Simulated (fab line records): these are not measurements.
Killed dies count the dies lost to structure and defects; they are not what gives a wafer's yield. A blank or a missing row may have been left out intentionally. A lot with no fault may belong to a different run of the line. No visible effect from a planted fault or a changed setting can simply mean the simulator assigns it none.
Struck lot and sound lot, side by side | flow berkeley cmos170 | 15 out of 331 route steps
Sound: wafers L542.2, L542.4, L542.5. Wafers L530.3, L530.4, L530.6 were the ones struck. The cause comes at the end.
Per side, at each step with rows, come the tool, then ch with its chambers, and then its first start. Under that, the readings that differ: sound wafers | struck wafers | difference of the means | sigmas: that difference in standard deviations of wafers without a fault.
alike: words and numbers the same on both sides, and readings whose means are apart by under 2 such deviations; not compared: readings that were withheld, readings missing a value for some wafer, numbers with overlapping values and no deviation given by the record, and bounds like >300 which may hide the same value.
Wherever a step has rows on one side only, a row that says differs or no value, or a row with sigmas, the two part there. Numbers that don't overlap but have no deviation are shown without sigmas and don't part them. A reading that every wafer of one side lacks parts them only if that side has two wafers or more.

first, 2 steps without rows for these wafers: UCB170_ACTIVE_ANNEAL_04 (time 900 s); UCB170_ACTIVE_CVD_05 (deposits Si3N4 from SiH2Cl2/NH3, target thk 220 nm, time 3300 s).
UCB170_ACTIVE_THK_MEAS_06:
  sound on film metro-01 at day 8 01:26; struck on film metro-03 at day 5 11:41
  alike: ACTIVE_NITRIDE_THK
then, 6 steps without rows for these wafers: UCB170_ACTIVE_HMDS_07 (prime time 60 s); UCB170_ACTIVE_COAT_08 (resist thk 900 nm); UCB170_ACTIVE_SOFTBAKE_09 (time 60 s); UCB170_ACTIVE_EXPOSE_10 (exposes mask ACTIVE, target cd 1200 nm); UCB170_ACTIVE_PEB_11; UCB170_ACTIVE_DEVELOP_12 (develop time 45 s).
UCB170_ACTIVE_CD_MEAS_13 targets a cd of 1200 nm.
  sound on cd sem-01 at day 8 03:05; struck on cd sem-02 at day 5 13:34
  reading    | sound                | struck               | difference | sigmas
  cd nm (nm) | 1197.9 1198.7 1197.8 | 1202.5 1200.7 1201.6 | +3.5       | +2
UCB170_ACTIVE_OVL_MEAS_14:
  sound on overlay-02 at day 8 03:11; struck on overlay-01 at day 5 13:40
  alike: ACTIVE_OVL
UCB170_ACTIVE_ETCH_15: etches Si3N4 in CH3F/Ar/O2, stops on SiO2, target depth 242 nm, time 151 s.
  sound on rie diel-01 ch 0,1,2, day 8 03:13; struck on rie diel-04 ch 0,2,3, day 5 13:41
  alike: chamber pressure mTorr, drypump motor current A, oes product au, rf fwd power W, throttle valve pct
  not compared: rf hours counter h
UCB170_ACTIVE_STRIP_16: strips in O2.
  sound on plasma asher-01 ch 0,1, day 8 03:19; struck on plasma asher-04 ch 0,1, day 5 13:49
  no value came back on the struck wafers for chamber pressure mTorr (mTorr), drypump motor current A (A), oes product au (a.u.), strip time to endpoint s (s); on the sound wafers chamber pressure mTorr (mTorr) reads 3499 3506 3504
  reading                                 | sound | struck            | difference | sigmas
  model.KrF_of_ACTIVE_COAT_08.thk nm (nm) | 0 0 0 | 723.1 731.5 726.1 | +726.9     |
  not compared: rf hours counter h
UCB170_ACTIVE_CD_MEAS_90 targets a cd of 1200 nm.
  sound on cd sem-02 at day 8 03:26; struck on cd sem-02 at day 5 14:10
  reading    | sound                | struck               | difference | sigmas
  cd nm (nm) | 1198.2 1198.3 1197.9 | 1202.6 1201.0 1201.6 | +3.6       | +2
-- the record jumps here: 4 days lie between the struck wafers' starts before and after (it left off in module ACTIVE and takes up again in module M3, whose first step shown is number 331 of the route) --
UCB170_M3_PROBE_99:
  rows exist in the record for the struck wafers here (prober-02, day 9 13:15), but not for the sound ones

WHERE THEY PART
Last at UCB170_M3_PROBE_99 as far as this record goes, first at UCB170_ACTIVE_CD_MEAS_13.

WHY: what the simulator had put in
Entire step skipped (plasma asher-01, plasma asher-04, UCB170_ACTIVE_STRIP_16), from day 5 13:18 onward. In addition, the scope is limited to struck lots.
